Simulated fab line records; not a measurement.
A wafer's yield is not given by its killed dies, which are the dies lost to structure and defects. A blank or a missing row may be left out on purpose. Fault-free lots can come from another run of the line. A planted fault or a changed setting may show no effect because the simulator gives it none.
fab line records	flow berkeley_cmos170	part 1 of 2: steps 1 to 27 of 38
record: lots: 5	wafers: 15	last_day: 12
route steps=331 shown GATE@141 PLDD@145 NLDD@158 SPACER@171 PSD@175
lots that met no fault: taken from a fault-free run of the same line
start_h: hours from the record's opening day to when the first of the lot's shown wafers began	wait_h: hours since the lot's step before	" unchanged from the row above	L1.1+2: several wafers, shown together as one row	- either no value or no given start	* or withheld: withheld	< > ~ a bound
route shown NAME@n: a module of which the file shows steps, and the number in the route of the first	usual: average and standard deviation across the fault-free wafers	same: alike in all rows	chamber/n: place in a boat	sites: each site's reading	_std_site: how widely they spread, as a standard deviation	_edge_site: mean of outer sites minus mean of inner sites	radius_mm: how far each site lies from the wafer's centre	mask NAME#n: copy n	behind: tool/chamber where the wafer was last shaped	hold: why the lot was held/for how many hours/how that ended	device: which transistor (n, p or np) failed to switch	end of line: at the end of the route, the tests of the same wafers	for a step that has no rows: nothing shown but its recipe	killed: at the first sort, the dies lost to defects and structure; wafer yield is something else	map: a wafer's dies, marking killed ones x, the rest . and places with no die _
set.NAME: the setting that was run; set.NAME@STEP: the one run at that earlier step	model.NAME: the simulator's own value behind a step, which no gauge read
lots at selected steps of the route; one table per step, one row per wafer
services: a tool's chamber out of use, with start hour (start_h, from the record's first day; less than 0 if before it), hours out, and reason
== steps ==
step: UCB170_GATE_ETCH_15
recipe: chemistry: HBr/Cl2	target: poly-Si	stop_on: SiO2	over_etch_frac: 0.3	icp_w: 300	bias_w: 150	time_s: 56.3	pressure_mtorr: 15	HBr_flow_sccm: 150	Cl2_flow_sccm: 50	target_depth_a: 2782
usual: bias_w: 150.0/0.49	drypump_motor_current_A: 5.9/0.33	oes_product_au: 0.833/0.017	throttle_valve_pct: 26.40/0.14
lot.wafer	tool	chamber	start_h	wait_h	bias_w	drypump_motor_current_A	oes_product_au	rf_hours_counter_h	throttle_valve_pct
L080.3	rie_si-01	2	185.54	-	150.1	6.2	0.809	1	26.74
L080.4	"	3	"	"	149.6	5.3	0.839	2	26.44
L080.5	"	0	"	"	150.3	5.8	0.823	-	26.37
L079.1	rie_si-02	1	185.90	-	150.6	6.4	0.852	31	26.25
L079.3	"	3	"	"	149.4	5.9	0.825	89	26.40
L079.6	"	3	"	"	149.9	5.9	0.818	-	26.39
L086.1	rie_si-01	0	199.13	-	149.4	5.8	0.840	40	26.38
L086.5	"	1	"	"	150.0	5.4	0.854	-	26.51
L086.6	"	0	"	"	150.3	5.9	0.836	-	26.37
L094.1	rie_si-02	2	249.11	-	149.7	6.2	0.848	1	26.47
L094.2	"	0	"	"	150.7	5.9	0.806	1	26.22
L094.5	"	0	"	"	150.3	5.8	0.811	-	26.22
L095.2	rie_si-01	0	252.76	-	150.5	5.8	0.833	40	26.37
L095.3	"	2	"	"	150.0	6.3	0.828	2	26.75
L095.6	"	0	"	"	151.1	5.8	0.837	-	26.36
step: UCB170_GATE_STRIP_16
recipe: chemistry: O2	power_w: 400	pressure_mtorr: 3500	platen_temp_c: withheld	o2_flow_sccm: 400	overash_fraction: 0.5
usual: drypump_motor_current_A: 5.8/0.53	oes_product_au: 0.724/0.0044
lot.wafer	tool	chamber	start_h	wait_h	drypump_motor_current_A	oes_product_au	rf_hours_counter_h
L080.3	plasma_asher-02	0	185.62	0.1	6.1	0.726	-
L080.4	"	1	"	"	6.0	0.727	-
L080.5	"	0	"	"	6.1	0.735	-
L079.1	plasma_asher-01	0	185.95	0.0	6.5	0.721	7
L079.3	"	0	"	"	6.5	0.725	-
L079.6	"	0	"	"	6.5	0.722	-
L086.1	plasma_asher-04	0	199.17	0.0	5.0	0.720	42
L086.5	"	0	"	"	5.0	0.722	-
L086.6	"	1	"	"	5.4	0.730	-
L094.1	plasma_asher-02	1	249.16	0.0	6.0	0.722	55
L094.2	"	0	"	"	6.1	0.723	55
L094.5	"	1	"	"	6.0	0.725	-
L095.2	plasma_asher-02	0	252.80	0.0	6.1	0.728	55
L095.3	"	0	"	"	6.1	0.724	-
L095.6	"	0	"	"	6.1	0.731	-
step: UCB170_GATE_CD_MEAS_90
recipe: target_cd_nm: 350
usual: cd_nm: 350.0/1.6
lot.wafer	tool	chamber	start_h	wait_h	cd_nm
L080.3	cd_sem-02	-	185.98	0.3	350.3
L080.4	"	-	"	"	350.0
L080.5	"	-	"	"	349.4
L079.1	cd_sem-02	-	186.30	0.3	348.8
L079.3	"	-	"	"	347.9
L079.6	"	-	"	"	350.5
L086.1	cd_sem-02	-	199.27	0.1	351.6
L086.5	"	-	"	"	351.9
L086.6	"	-	"	"	351.7
L094.1	cd_sem-02	-	249.26	0.1	352.1
L094.2	"	-	"	"	350.2
L094.5	"	-	"	"	353.1
L095.2	cd_sem-02	-	252.92	0.1	349.5
L095.3	"	-	"	"	349.9
L095.6	"	-	"	"	348.2
step: UCB170_GATE_CLEAN_17
recipe: chemistry: SPM	temp_c: 120	time_s: 600
usual: bath_heat_duty_pct: 13.3/1.2
lot.wafer	tool	chamber	start_h	wait_h	bath_heat_duty_pct
L080.3	wet_bench-04	3	186.06	0.1	13.2
L080.4	"	3	"	"	13.5
L080.5	"	3	"	"	13.6
L079.1	wet_bench-01	3	186.42	0.1	13.0
L079.3	"	3	"	"	12.5
L079.6	"	3	"	"	13.0
L086.1	wet_bench-02	0	199.39	0.1	14.8
L086.5	"	0	"	"	14.3
L086.6	"	0	"	"	17.4
L094.1	wet_bench-01	1	249.68	0.4	12.6
L094.2	"	1	"	"	13.3
L094.5	"	1	"	"	12.3
L095.2	wet_bench-02	3	253.02	0.1	13.6
L095.3	"	3	"	"	12.5
L095.6	"	3	"	"	12.7
step: UCB170_PLDD_HMDS_00
recipe: prime_time_s: 60	prime_temp_c: 100
lot.wafer	tool	chamber	start_h	wait_h
L080.3+4+5	litho_track-02	0	186.30	0.1
L079.1+3+6	litho_track-01	0	186.60	0.0
L086.1+5+6	litho_track-03	0	200.00	0.4
L094.1+2+5	litho_track-02	0	250.24	0.4
L095.2+3+6	litho_track-02	0	253.48	0.3
step: UCB170_PLDD_COAT_01
recipe: resist: KrF	spin_rpm: 1500	resist_thk_nm: 900
lot.wafer	tool	chamber	start_h	wait_h
L080.3+4+5	litho_track-02	0	186.45	0.1
L079.1+3+6	litho_track-01	0	186.75	0.1
L086.1+5+6	litho_track-03	0	200.15	0.1
L094.1+2+5	litho_track-02	0	250.39	0.1
L095.2+3+6	litho_track-02	0	253.63	0.1
step: UCB170_PLDD_SOFTBAKE_02
recipe: resist: KrF	temp_c: 130	time_s: 60
usual: heater_power_total_W: 56.80/0.042	plate_temp_C: 129.99/0.16
lot.wafer	tool	chamber	start_h	wait_h	heater_power_total_W	plate_temp_C
L080.3	litho_track-02	0	186.60	0.1	56.84	129.92
L080.4	"	0	"	"	56.76	129.71
L080.5	"	0	"	"	56.79	129.86
L079.1	litho_track-01	0	186.90	0.1	56.78	130.32
L079.3	"	0	"	"	56.84	130.20
L079.6	"	0	"	"	56.81	130.20
L086.1	litho_track-03	0	200.30	0.1	56.86	130.14
L086.5	"	0	"	"	56.84	130.03
L086.6	"	0	"	"	56.80	130.00
L094.1	litho_track-02	0	250.54	0.1	56.76	130.03
L094.2	"	0	"	"	56.81	130.12
L094.5	"	0	"	"	56.78	130.09
L095.2	litho_track-02	0	253.78	0.1	56.76	129.88
L095.3	"	0	"	"	56.87	130.19
L095.6	"	0	"	"	56.83	130.15
step: UCB170_PLDD_EXPOSE_03
recipe: mask_id: PSELECT	na: 0.5	sigma_outer: 0.6	source_shape: conventional	target_cd_nm: 1200	dose_mj: 30
lot.wafer	tool	chamber	start_h	wait_h	mask
L080.3+4+5	krf_scanner-01	0	186.74	0.1	PSELECT#0
L079.1+3+6	krf_scanner-02	0	187.17	0.2	PSELECT#0
L086.1+5+6	krf_scanner-01	0	200.45	0.1	PSELECT#0
L094.1+2+5	krf_scanner-01	0	250.69	0.1	PSELECT#0
L095.2+3+6	krf_scanner-01	0	254.05	0.2	PSELECT#0
step: UCB170_PLDD_PEB_04
recipe: peb_temp_c: 130	peb_time_s: withheld	resist: KrF
usual: heater_power_total_W: 56.80/0.041	plate_temp_C: 130.03/0.12
lot.wafer	tool	chamber	start_h	wait_h	heater_power_total_W	plate_temp_C
L080.3	litho_track-03	0	186.99	0.2	56.78	130.12
L080.4	"	0	"	"	56.86	130.05
L080.5	"	0	"	"	56.77	129.92
L079.1	litho_track-01	0	187.29	0.1	56.78	129.85
L079.3	"	0	"	"	56.85	130.02
L079.6	"	0	"	"	56.84	130.00
L086.1	litho_track-03	0	200.90	0.4	56.79	130.13
L086.5	"	0	"	"	56.78	130.11
L086.6	"	0	"	"	56.81	130.07
L094.1	litho_track-03	0	251.24	0.5	56.80	130.12
L094.2	"	0	"	"	56.77	129.99
L094.5	"	0	"	"	56.67	130.12
L095.2	litho_track-03	0	254.62	0.5	56.82	129.94
L095.3	"	0	"	"	56.79	130.04
L095.6	"	0	"	"	56.80	129.92
step: UCB170_PLDD_DEVELOP_05
recipe: developer: TMAH	develop_time_s: 45	resist: KrF	dev_temp_c: 21
same: develop_time_s: 45
lot.wafer	tool	chamber	start_h	wait_h
L080.3+4+5	litho_track-03	0	-	-
L079.1+3+6	litho_track-01	0	-	-
L086.1+5+6	litho_track-03	0	-	-
L094.1+2+5	litho_track-03	0	-	-
L095.2+3+6	litho_track-03	0	-	-
step: UCB170_PLDD_CD_MEAS_06
recipe: target_cd_nm: 1200
usual: cd_nm: 1200.1/1.4
lot.wafer	tool	chamber	start_h	wait_h	cd_nm
L080.3	cd_sem-01	-	187.26	-	1200.1
L080.4	"	-	"	"	1200.0
L080.5	"	-	"	"	1198.9
L079.1	cd_sem-02	-	187.56	-	1198.9
L079.3	"	-	"	"	1198.1
L079.6	"	-	"	"	1199.1
L086.1	cd_sem-01	-	201.17	-	1202.8
L086.5	"	-	"	"	1200.5
L086.6	"	-	"	"	1201.5
L094.1	cd_sem-02	-	251.52	-	1201.7
L094.2	"	-	"	"	1200.3
L094.5	"	-	"	"	1199.5
L095.2	cd_sem-01	-	254.89	-	1203.2
L095.3	"	-	"	"	1200.8
L095.6	"	-	"	"	1199.8
step: UCB170_PLDD_OVL_MEAS_07
usual: PLDD_OVL: -1/5.7
lot.wafer	tool	chamber	start_h	wait_h	PLDD_OVL[nm]
L080.3	overlay-02	-	187.35	0.1	1
L080.4	"	-	"	"	1
L080.5	"	-	"	"	3
L079.1	overlay-01	-	187.68	0.1	-2
L079.3	"	-	"	"	0
L079.6	"	-	"	"	3
L086.1	overlay-02	-	201.29	0.1	0
L086.5	"	-	"	"	-4
L086.6	"	-	"	"	-1
L094.1	overlay-01	-	251.64	0.1	0
L094.2	"	-	"	"	-1
L094.5	"	-	"	"	-4
L095.2	overlay-01	-	254.99	0.1	-3
L095.3	"	-	"	"	6
L095.6	"	-	"	"	10
step: UCB170_PLDD_IMPLANT_08
recipe: species: BF2	dose_cm2: 5e+13	energy_kev: 10	tilt_deg: 7	rotation_deg: 0
usual: dose_ions_cm2: 5e+13/6e+10
lot.wafer	tool	chamber	start_h	wait_h	dose_ions_cm2
L080.3	implanter-03	0	187.42	0.1	4.999e+13
L080.4	"	0	"	"	4.996e+13
L080.5	"	0	"	"	5.002e+13
L079.1	implanter-02	0	187.72	0.0	5.005e+13
L079.3	"	0	"	"	5.002e+13
L079.6	"	0	"	"	5.003e+13
L086.1	implanter-02	0	201.33	0.0	5e+13
L086.5	"	0	"	"	5.007e+13
L086.6	"	0	"	"	4.999e+13
L094.1	implanter-03	0	251.67	0.0	5e+13
L094.2	"	0	"	"	4.996e+13
L094.5	"	0	"	"	5.004e+13
L095.2	implanter-03	0	255.05	0.0	4.997e+13
L095.3	"	0	"	"	4.993e+13
L095.6	"	0	"	"	4.995e+13
step: UCB170_PLDD_IMPLANT_09
recipe: species: BF2	dose_cm2: 5e+13	energy_kev: 10	tilt_deg: 7	rotation_deg: 180
usual: dose_ions_cm2: 5e+13/6.2e+10
lot.wafer	tool	chamber	start_h	wait_h	dose_ions_cm2
L080.3	implanter-03	0	187.57	0.1	4.998e+13
L080.4	"	0	"	"	4.994e+13
L080.5	"	0	"	"	5e+13
L079.1	implanter-02	0	187.87	0.1	4.998e+13
L079.3	"	0	"	"	5.004e+13
L079.6	"	0	"	"	4.997e+13
L086.1	implanter-02	0	201.48	0.1	5e+13
L086.5	"	0	"	"	5.012e+13
L086.6	"	0	"	"	5.006e+13
L094.1	implanter-03	0	251.82	0.1	4.994e+13
L094.2	"	0	"	"	5.011e+13
L094.5	"	0	"	"	4.999e+13
L095.2	implanter-03	0	255.20	0.1	5.011e+13
L095.3	"	0	"	"	4.993e+13
L095.6	"	0	"	"	5.003e+13
step: UCB170_PLDD_STRIP_10
recipe: chemistry: O2	power_w: 400	pressure_mtorr: 3500	platen_temp_c: withheld	o2_flow_sccm: 400	overash_fraction: 0.5
usual: drypump_motor_current_A: 5.6/0.67	oes_product_au: 0.734/0.0048	strip_time_to_endpoint_s: 21.64/0.059
lot.wafer	tool	chamber	start_h	wait_h	drypump_motor_current_A	oes_product_au	rf_hours_counter_h	strip_time_to_endpoint_s
L080.3	plasma_asher-04	1	187.71	0.1	5.4	0.730	-	21.72
L080.4	"	0	"	"	5.0	0.731	-	21.80
L080.5	"	0	"	"	5.0	0.723	-	21.78
L079.1	plasma_asher-03	0	188.02	0.1	6.6	0.735	42	21.62
L079.3	"	1	"	"	4.9	0.734	-	21.61
L079.6	"	1	"	"	4.9	0.734	-	21.65
L086.1	plasma_asher-04	0	201.63	0.1	5.1	0.733	43	21.72
L086.5	"	0	"	"	5.1	0.733	-	21.63
L086.6	"	1	"	"	5.4	0.736	-	21.76
L094.1	plasma_asher-01	0	251.97	0.1	6.4	0.728	15	21.73
L094.2	"	1	"	"	5.1	0.738	15	21.69
L094.5	"	1	"	"	5.1	0.738	-	21.68
L095.2	plasma_asher-03	0	255.32	0.1	6.6	0.727	49	21.60
L095.3	"	0	"	"	6.6	0.743	-	21.61
L095.6	"	0	"	"	6.6	0.736	-	21.55
step: UCB170_PLDD_TW_MEAS_11
usual: PLDD_TW: 1012/12
lot.wafer	tool	chamber	start_h	wait_h	PLDD_TW
L080.3	film_metro-03	-	187.79	0.1	1003
L080.4	"	-	"	"	1003
L080.5	"	-	"	"	1002
L079.1	film_metro-03	-	188.22	0.2	1006
L079.3	"	-	"	"	997
L079.6	"	-	"	"	1005
L086.1	film_metro-03	-	201.73	0.1	998
L086.5	"	-	"	"	1001
L086.6	"	-	"	"	997
L094.1	film_metro-01	-	252.07	0.1	1038
L094.2	"	-	"	"	1034
L094.5	"	-	"	"	1035
L095.2	film_metro-03	-	255.43	0.1	1003
L095.3	"	-	"	"	1000
L095.6	"	-	"	"	1002
step: UCB170_PLDD_CLEAN_12
recipe: chemistry: SPM	temp_c: 120	time_s: 600
usual: bath_heat_duty_pct: 13.1/1.3
lot.wafer	tool	chamber	start_h	wait_h	bath_heat_duty_pct
L080.3	wet_bench-03	2	187.83	0.0	12.0
L080.4	"	2	"	"	11.6
L080.5	"	2	"	"	11.6
L079.1	wet_bench-04	2	188.28	0.1	12.0
L079.3	"	2	"	"	12.5
L079.6	"	2	"	"	12.3
L086.1	wet_bench-02	1	201.79	0.1	14.8
L086.5	"	1	"	"	13.4
L086.6	"	1	"	"	14.4
L094.1	wet_bench-02	2	252.13	0.1	11.5
L094.2	"	2	"	"	11.7
L094.5	"	2	"	"	13.1
L095.2	wet_bench-02	3	255.74	0.3	13.3
L095.3	"	3	"	"	13.2
L095.6	"	3	"	"	13.5
step: UCB170_NLDD_HMDS_00
recipe: prime_time_s: 60	prime_temp_c: 100
lot.wafer	tool	chamber	start_h	wait_h
L080.3+4+5	litho_track-04	0	188.17	0.2
L079.1+3+6	litho_track-04	0	188.57	0.1
L086.1+5+6	litho_track-04	0	202.09	0.1
L094.1+2+5	litho_track-03	0	252.52	0.2
L095.2+3+6	litho_track-01	0	255.96	0.0
step: UCB170_NLDD_COAT_01
recipe: resist: KrF	spin_rpm: 1500	resist_thk_nm: 900
lot.wafer	tool	chamber	start_h	wait_h
L080.3+4+5	litho_track-04	0	188.32	0.1
L079.1+3+6	litho_track-04	0	188.72	0.1
L086.1+5+6	litho_track-04	0	202.24	0.1
L094.1+2+5	litho_track-03	0	252.67	0.1
L095.2+3+6	litho_track-01	0	256.11	0.1
step: UCB170_NLDD_SOFTBAKE_02
recipe: resist: KrF	temp_c: 130	time_s: 60
usual: heater_power_total_W: 56.80/0.048	plate_temp_C: 130.00/0.13
lot.wafer	tool	chamber	start_h	wait_h	heater_power_total_W	plate_temp_C
L080.3	litho_track-04	0	188.47	0.1	56.78	130.19
L080.4	"	0	"	"	56.87	130.10
L080.5	"	0	"	"	56.81	129.84
L079.1	litho_track-04	0	188.87	0.1	56.84	129.92
L079.3	"	0	"	"	56.83	129.94
L079.6	"	0	"	"	56.86	130.26
L086.1	litho_track-04	0	202.39	0.1	56.70	129.93
L086.5	"	0	"	"	56.83	130.04
L086.6	"	0	"	"	56.83	129.99
L094.1	litho_track-03	0	252.82	0.1	56.82	130.16
L094.2	"	0	"	"	56.80	130.17
L094.5	"	0	"	"	56.76	129.88
L095.2	litho_track-01	0	256.26	0.1	56.77	129.91
L095.3	"	0	"	"	56.83	129.97
L095.6	"	0	"	"	56.75	129.79
step: UCB170_NLDD_EXPOSE_03
recipe: mask_id: NSELECT	na: 0.5	sigma_outer: 0.6	source_shape: conventional	target_cd_nm: 1200	dose_mj: 30
lot.wafer	tool	chamber	start_h	wait_h	mask
L080.3+4+5	krf_scanner-02	0	188.73	0.2	NSELECT#0
L079.1+3+6	krf_scanner-02	0	189.02	0.1	NSELECT#0
L086.1+5+6	krf_scanner-02	0	202.76	0.3	NSELECT#0
L094.1+2+5	krf_scanner-01	0	253.09	0.2	NSELECT#0
L095.2+3+6	krf_scanner-02	0	256.53	0.2	NSELECT#0
step: UCB170_NLDD_PEB_04
recipe: peb_temp_c: 130	peb_time_s: withheld	resist: KrF
usual: heater_power_total_W: 56.81/0.046	plate_temp_C: 130.00/0.15
lot.wafer	tool	chamber	start_h	wait_h	heater_power_total_W	plate_temp_C
L080.3	litho_track-01	0	188.86	0.1	56.85	130.34
L080.4	"	0	"	"	56.80	129.87
L080.5	"	0	"	"	56.78	130.36
L079.1	litho_track-04	0	189.47	0.4	56.79	129.87
L079.3	"	0	"	"	56.82	130.07
L079.6	"	0	"	"	56.90	129.86
L086.1	litho_track-04	0	203.54	0.8	56.82	130.14
L086.5	"	0	"	"	56.83	130.06
L086.6	"	0	"	"	56.76	130.07
L094.1	litho_track-03	0	253.42	0.3	56.84	130.14
L094.2	"	0	"	"	56.87	130.11
L094.5	"	0	"	"	56.81	130.21
L095.2	litho_track-03	0	256.68	0.1	56.88	130.06
L095.3	"	0	"	"	56.83	130.02
L095.6	"	0	"	"	56.80	130.00
step: UCB170_NLDD_DEVELOP_05
recipe: developer: TMAH	develop_time_s: 45	resist: KrF	dev_temp_c: 21
same: develop_time_s: 45
lot.wafer	tool	chamber	start_h	wait_h
L080.3+4+5	litho_track-01	0	-	-
L079.1+3+6	litho_track-04	0	-	-
L086.1+5+6	litho_track-04	0	-	-
L094.1+2+5	litho_track-03	0	-	-
L095.2+3+6	litho_track-03	0	-	-
step: UCB170_NLDD_CD_MEAS_06
recipe: target_cd_nm: 1200
usual: cd_nm: 1199.7/1.5
lot.wafer	tool	chamber	start_h	wait_h	cd_nm
L080.3	cd_sem-01	-	189.12	-	1198.4
L080.4	"	-	"	"	1198.1
L080.5	"	-	"	"	1199.0
L079.1	cd_sem-01	-	189.78	-	1198.0
L079.3	"	-	"	"	1200.2
L079.6	"	-	"	"	1199.9
L086.1	cd_sem-01	-	203.81	-	1201.2
L086.5	"	-	"	"	1200.9
L086.6	"	-	"	"	1200.3
L094.1	cd_sem-02	-	253.69	-	1199.6
L094.2	"	-	"	"	1199.0
L094.5	"	-	"	"	1198.5
L095.2	cd_sem-02	-	256.95	-	1199.5
L095.3	"	-	"	"	1198.8
L095.6	"	-	"	"	1198.9
step: UCB170_NLDD_OVL_MEAS_07
usual: NLDD_OVL: -2/4.3
lot.wafer	tool	chamber	start_h	wait_h	NLDD_OVL[nm]
L080.3	overlay-02	-	189.22	0.1	-6
L080.4	"	-	"	"	-4
L080.5	"	-	"	"	-6
L079.1	overlay-01	-	189.90	0.1	-2
L079.3	"	-	"	"	-4
L079.6	"	-	"	"	-2
L086.1	overlay-01	-	203.93	0.1	5
L086.5	"	-	"	"	2
L086.6	"	-	"	"	0
L094.1	overlay-01	-	253.81	0.1	-2
L094.2	"	-	"	"	-3
L094.5	"	-	"	"	-6
L095.2	overlay-01	-	257.06	0.1	1
L095.3	"	-	"	"	2
L095.6	"	-	"	"	2
step: UCB170_NLDD_IMPLANT_08
recipe: species: As	dose_cm2: 5e+13	energy_kev: 30	tilt_deg: 7	rotation_deg: 0
usual: dose_ions_cm2: 5e+13/5.4e+10
lot.wafer	tool	chamber	start_h	wait_h	dose_ions_cm2
L080.3	implanter-01	0	189.29	0.1	4.999e+13
L080.4	"	0	"	"	5.002e+13
L080.5	"	0	"	"	4.986e+13
L079.1	implanter-04	0	189.93	0.0	4.993e+13
L079.3	"	0	"	"	4.997e+13
L079.6	"	0	"	"	4.998e+13
L086.1	implanter-03	0	203.97	0.0	5.002e+13
L086.5	"	0	"	"	4.994e+13
L086.6	"	0	"	"	5e+13
L094.1	implanter-03	0	253.85	0.0	4.996e+13
L094.2	"	0	"	"	4.993e+13
L094.5	"	0	"	"	4.993e+13
L095.2	implanter-01	0	257.12	0.0	5.001e+13
L095.3	"	0	"	"	5e+13
L095.6	"	0	"	"	5.005e+13
step: UCB170_NLDD_IMPLANT_09
recipe: species: As	dose_cm2: 5e+13	energy_kev: 30	tilt_deg: 7	rotation_deg: 180
usual: dose_ions_cm2: 5e+13/4.9e+10
lot.wafer	tool	chamber	start_h	wait_h	dose_ions_cm2
L080.3	implanter-01	0	189.44	0.1	4.999e+13
L080.4	"	0	"	"	5.006e+13
L080.5	"	0	"	"	5.008e+13
L079.1	implanter-04	0	190.08	0.1	5.002e+13
L079.3	"	0	"	"	5e+13
L079.6	"	0	"	"	4.995e+13
L086.1	implanter-03	0	204.12	0.1	5.003e+13
L086.5	"	0	"	"	5.012e+13
L086.6	"	0	"	"	5.005e+13
L094.1	implanter-03	0	254.00	0.1	4.996e+13
L094.2	"	0	"	"	4.999e+13
L094.5	"	0	"	"	4.997e+13
L095.2	implanter-01	0	257.27	0.1	5.002e+13
L095.3	"	0	"	"	4.997e+13
L095.6	"	0	"	"	5.004e+13
